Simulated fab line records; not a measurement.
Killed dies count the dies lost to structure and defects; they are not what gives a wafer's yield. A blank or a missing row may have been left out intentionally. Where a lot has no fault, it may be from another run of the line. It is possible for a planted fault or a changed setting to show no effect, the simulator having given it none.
Which tool was responsible? + flow berkeley_cmos170 + route of 331 steps, sampled at 1 step: 7 lots, 21 wafers

WHAT THE GAUGES READ, wafer by wafer
UCB170_NWELL_THK_MEAS_02.
| lot  | measured    | on            | NWELL_OXIDE_THK (nm) |
|------|-------------|---------------|----------------------|
| L424 | day 2 16:05 | film_metro-04 | 26.8 27.0 27.1       |
| L427 | day 3 07:47 | film_metro-03 | 25.9 26.2 26.5       |
| L430 | day 3 18:49 | film_metro-04 | 26.6 26.2 26.5       |
| L432 | day 4 07:04 | film_metro-02 | 26.7 26.6 26.5       |
| L438 | day 5 11:46 | film_metro-02 | 25.8 25.7 25.5       |
| L443 | day 6 16:49 | film_metro-04 | 26.9 26.6 26.7       |
| L445 | day 6 23:34 | film_metro-02 | 26.6 26.1 26.4       |

TOOL THAT RAN EACH LOT (tool first, then ch and the chambers of the sampled wafers, then the start)
Before these readings, the record contains no process step.

THE ANSWER, worked out from the rows above alone
Rule: usual is defined by the lots themselves. The widest of any qualifying gaps counts: lots, ordered by their means at a reading, are off when they make up no more than a third of the lots, leave a main group of 4 or more, and stand apart from it by 3 or more times the standard deviation of that group's means. A main group is skipped when, at the precision printed for the reading in the tables above, its means are all equal. Also off: a lot with no number at a reading for which 4 or more lots have one. The other lots that the step has rows for count as sound.
None of the lots is off at any reading shown; this tells nothing.

WHAT THE SIMULATOR HAD PUT IN
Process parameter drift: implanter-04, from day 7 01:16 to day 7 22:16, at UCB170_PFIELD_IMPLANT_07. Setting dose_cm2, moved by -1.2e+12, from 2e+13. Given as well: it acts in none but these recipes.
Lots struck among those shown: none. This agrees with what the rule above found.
